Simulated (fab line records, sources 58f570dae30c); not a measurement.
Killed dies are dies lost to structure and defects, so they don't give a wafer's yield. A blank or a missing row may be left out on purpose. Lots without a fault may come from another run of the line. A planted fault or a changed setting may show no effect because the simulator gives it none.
Which tool did it? | flow berkeley_cmos170 | 14 lots, 42 wafers sampled, at 5 steps of a route of 331

WHAT THE GAUGES READ, wafer by wafer
UCB170_SACOX_THK_MEAS_02.
lot  | measured     | on            | SACOX_OXIDE_THK (nm)
L635 | day 6 09:34  | film_metro-01 | 14.02 14.13 14.16
L639 | day 6 17:37  | film_metro-03 | 14.07 13.96 13.72
L638 | day 6 17:39  | film_metro-01 | 14.16 14.21 14.22
L640 | day 7 09:33  | film_metro-01 | 14.53 14.42 14.24
L641 | day 7 09:34  | film_metro-03 | 14.45 14.59 14.58
L643 | day 7 18:19  | film_metro-01 | 14.26 14.17 14.14
L642 | day 7 18:19  | film_metro-03 | 14.24 14.38 14.39
L644 | day 8 02:35  | film_metro-04 | 14.92 14.60 14.60
L647 | day 8 17:53  | film_metro-01 | 14.74 14.54 14.47
L651 | day 9 17:07  | film_metro-03 | 14.52 14.28 14.31
L650 | day 9 17:10  | film_metro-01 | 14.65 14.41 14.46
L653 | day 10 05:36 | film_metro-03 | 14.28 13.87 14.35
L654 | day 10 05:36 | film_metro-04 | 14.59 14.35 14.53
L656 | day 10 17:53 | film_metro-03 | 14.45 14.61 14.65

UCB170_CONTACT_THK_MEAS_02.
lot  | measured     | on            | CONTACT_PSG_THK (nm)
L635 | day 8 05:21  | film_metro-04 | 688 692 697
L639 | day 8 23:53  | film_metro-01 | 694 702 700
L638 | day 9 02:38  | film_metro-04 | 690 697 695
L640 | day 9 18:07  | film_metro-01 | 696 693 694
L641 | day 9 17:16  | film_metro-03 | 707 710 707
L643 | day 9 23:38  | film_metro-03 | 700 700 705
L642 | day 10 00:45 | film_metro-01 | 683 693 689
L644 | day 10 05:56 | film_metro-04 | 701 698 698
L647 | day 10 19:11 | film_metro-03 | 694 699 702
L651 | day 11 20:59 | film_metro-01 | 692 693 696
L650 | day 11 21:33 | film_metro-04 | 685 688 686
L653 | day 12 14:27 | film_metro-01 | 698 696 698
L654 | day 12 16:19 | film_metro-01 | 694 698 699
L656 | day 12 14:27 | film_metro-04 | 699 699 696

WHICH TOOL RAN EACH LOT (tool, then ch and the chambers of the sampled wafers, then the start)
lot  | UCB170_ACTIVE_ETCH_15             | UCB170_ACTIVE_STRIP_16              | UCB170_PVT_STRIP_08
L635 | rie_diel-04 ch 1,2,3, day 5 09:34 | plasma_asher-02 ch 0,1, day 5 09:40 | plasma_asher-02 ch 0,1, day 6 22:43
L639 | rie_diel-04 ch 1,2,3, day 5 20:27 | plasma_asher-03 ch 0,1, day 5 20:33 | plasma_asher-01 ch 0,1, day 7 10:59
L638 | rie_diel-02 ch 0,1, day 5 20:41   | plasma_asher-03 ch 0,1, day 5 20:49 | plasma_asher-02 ch 0,1, day 7 11:34
L640 | rie_diel-01 ch 0,2,3, day 6 07:02 | plasma_asher-02 ch 0,1, day 6 07:08 | plasma_asher-04 ch 0,1, day 8 00:16
L641 | rie_diel-04 ch 0,1,2, day 6 07:04 | plasma_asher-03 ch 0,1, day 6 07:11 | plasma_asher-04 ch 0,1, day 8 00:32
L643 | rie_diel-01 ch 1,2,3, day 6 18:28 | plasma_asher-02 ch 0,1, day 6 18:34 | plasma_asher-01 ch 0,1, day 8 09:13
L642 | rie_diel-04 ch 0,1, day 6 18:42   | plasma_asher-03 ch 0, day 6 18:48   | plasma_asher-04 ch 0,1, day 8 09:23
L644 | rie_diel-02 ch 0,2,3, day 7 02:11 | plasma_asher-03 ch 0,1, day 7 02:18 | plasma_asher-02 ch 0,1, day 8 21:08
L647 | rie_diel-04 ch 1,2,3, day 7 14:52 | plasma_asher-02 ch 0,1, day 7 14:58 | plasma_asher-04 ch 0,1, day 9 07:48
L651 | rie_diel-04 ch 0,2,3, day 8 15:52 | plasma_asher-03 ch 0,1, day 8 16:00 | plasma_asher-01 ch 0,1, day 10 05:02
L650 | rie_diel-02 ch 0,1, day 8 15:59   | plasma_asher-04 ch 0,1, day 8 16:07 | plasma_asher-04 ch 0,1, day 10 05:10
L653 | rie_diel-01 ch 1,2, day 9 04:53   | plasma_asher-03 ch 0,1, day 9 04:59 | plasma_asher-02 ch 0,1, day 10 22:17
L654 | rie_diel-02 ch 0,1,3, day 9 05:09 | plasma_asher-02 ch 0,1, day 9 05:15 | plasma_asher-04 ch 0,1, day 10 22:44
L656 | rie_diel-01 ch 0,2,3, day 9 15:24 | plasma_asher-03 ch 0,1, day 9 15:30 | plasma_asher-01 ch 0,1, day 11 06:10
- UCB170_ACTIVE_ETCH_15: etches Si3N4 in CH3F/Ar/O2, stops on SiO2, target depth 242 nm, time 154 s.
- UCB170_ACTIVE_STRIP_16: strips in O2.
- UCB170_PVT_STRIP_08: strips in O2.

WHAT THE TOOLS THEMSELVES READ (means of the sampled wafers that have a number; where no wafer has one, the mark that the record gives instead)
UCB170_ACTIVE_ETCH_15.
lot  | tool        | drypump_motor_current_A (A) | oes_product_au (a.u.) | throttle_valve_pct (%)
L635 | rie_diel-04 | 6.0                         | 0.924                 | 8.09
L639 | rie_diel-04 | 6.0                         | 0.917                 | 8.08
L638 | rie_diel-02 | 5.8                         | 0.940                 | 7.99
L640 | rie_diel-01 | 5.5                         | 0.934                 | 7.96
L641 | rie_diel-04 | 5.9                         | 0.925                 | 8.11
L643 | rie_diel-01 | 5.2                         | 0.946                 | 8.01
L642 | rie_diel-04 | 6.3                         | 0.924                 | 8.23
L644 | rie_diel-02 | 5.8                         | 0.936                 | 8.09
L647 | rie_diel-04 | 6.0                         | 0.896                 | 8.09
L651 | rie_diel-04 | 5.6                         | 0.901                 | 8.07
L650 | rie_diel-02 | 5.8                         | 0.925                 | 7.99
L653 | rie_diel-01 | 5.2                         | 0.936                 | 8.05
L654 | rie_diel-02 | 6.1                         | 0.918                 | 8.07
L656 | rie_diel-01 | 5.5                         | 0.948                 | 7.96

UCB170_ACTIVE_STRIP_16.
lot  | tool            | drypump_motor_current_A (A) | oes_product_au (a.u.) | strip_time_to_endpoint_s (s)
L635 | plasma_asher-02 | 5.75                        | 0.724                 | 17.98
L639 | plasma_asher-03 | 5.98                        | 0.725                 | 18.01
L638 | plasma_asher-03 | 5.96                        | 0.722                 | 17.89
L640 | plasma_asher-02 | 5.72                        | 0.715                 | 17.98
L641 | plasma_asher-03 | 5.98                        | 0.724                 | 17.94
L643 | plasma_asher-02 | 5.74                        | 0.721                 | 18.01
L642 | plasma_asher-03 | 6.14                        | 0.719                 | 18.01
L644 | plasma_asher-03 | 5.78                        | 0.717                 | 17.99
L647 | plasma_asher-02 | 5.73                        | 0.720                 | 17.75
L651 | plasma_asher-03 | 5.80                        | 0.727                 | 17.71
L650 | plasma_asher-04 | 6.11                        | 0.721                 | 17.97
L653 | plasma_asher-03 | 5.98                        | 0.720                 | 17.89
L654 | plasma_asher-02 | 5.73                        | 0.723                 | 18.06
L656 | plasma_asher-03 | 5.98                        | 0.724                 | 18.07

UCB170_PVT_STRIP_08.
lot  | tool            | drypump_motor_current_A (A) | oes_product_au (a.u.) | strip_time_to_endpoint_s (s)
L635 | plasma_asher-02 | 5.73                        | 0.736                 | 21.58
L639 | plasma_asher-01 | 5.95                        | 0.734                 | 21.62
L638 | plasma_asher-02 | 5.73                        | 0.735                 | 21.57
L640 | plasma_asher-04 | 6.15                        | 0.735                 | 21.68
L641 | plasma_asher-04 | 6.14                        | 0.734                 | 21.55
L643 | plasma_asher-01 | 5.92                        | 0.730                 | 21.63
L642 | plasma_asher-04 | 6.08                        | 0.738                 | 21.57
L644 | plasma_asher-02 | 5.73                        | 0.735                 | 21.65
L647 | plasma_asher-04 | 6.09                        | 0.734                 | 21.72
L651 | plasma_asher-01 | 6.14                        | 0.736                 | 21.53
L650 | plasma_asher-04 | 6.09                        | 0.739                 | 21.55
L653 | plasma_asher-02 | 5.74                        | 0.734                 | 21.64
L654 | plasma_asher-04 | 6.15                        | 0.731                 | 21.59
L656 | plasma_asher-01 | 6.13                        | 0.730                 | 21.64

THE ANSWER, worked out from the rows above alone
Rule: what is usual is taken from the lots themselves. Put in order of their means at a reading, lots are off if they are a third of the lots or fewer, leave a main group of 4 or more, and stand apart from it by a gap of 3 or more times the standard deviation of the main group's means; of several such gaps the widest counts. A main group whose means are all the same, to the digits that the tables above print for the reading, isn't used. A lot without any number at a reading at which 4 lots or more have one is off too. The other lots that the step has rows for count as sound. The gauges are gone through in route order, then the tools' own readings, and for those a lot's mean is taken as printed above. The first step at which some lot is off is used, and at that step the reading that is off furthest; a lot without a number counts as furthest.
No lot is off at any reading shown: from this, nothing can be told.

WHAT THE SIMULATOR HAD PUT IN
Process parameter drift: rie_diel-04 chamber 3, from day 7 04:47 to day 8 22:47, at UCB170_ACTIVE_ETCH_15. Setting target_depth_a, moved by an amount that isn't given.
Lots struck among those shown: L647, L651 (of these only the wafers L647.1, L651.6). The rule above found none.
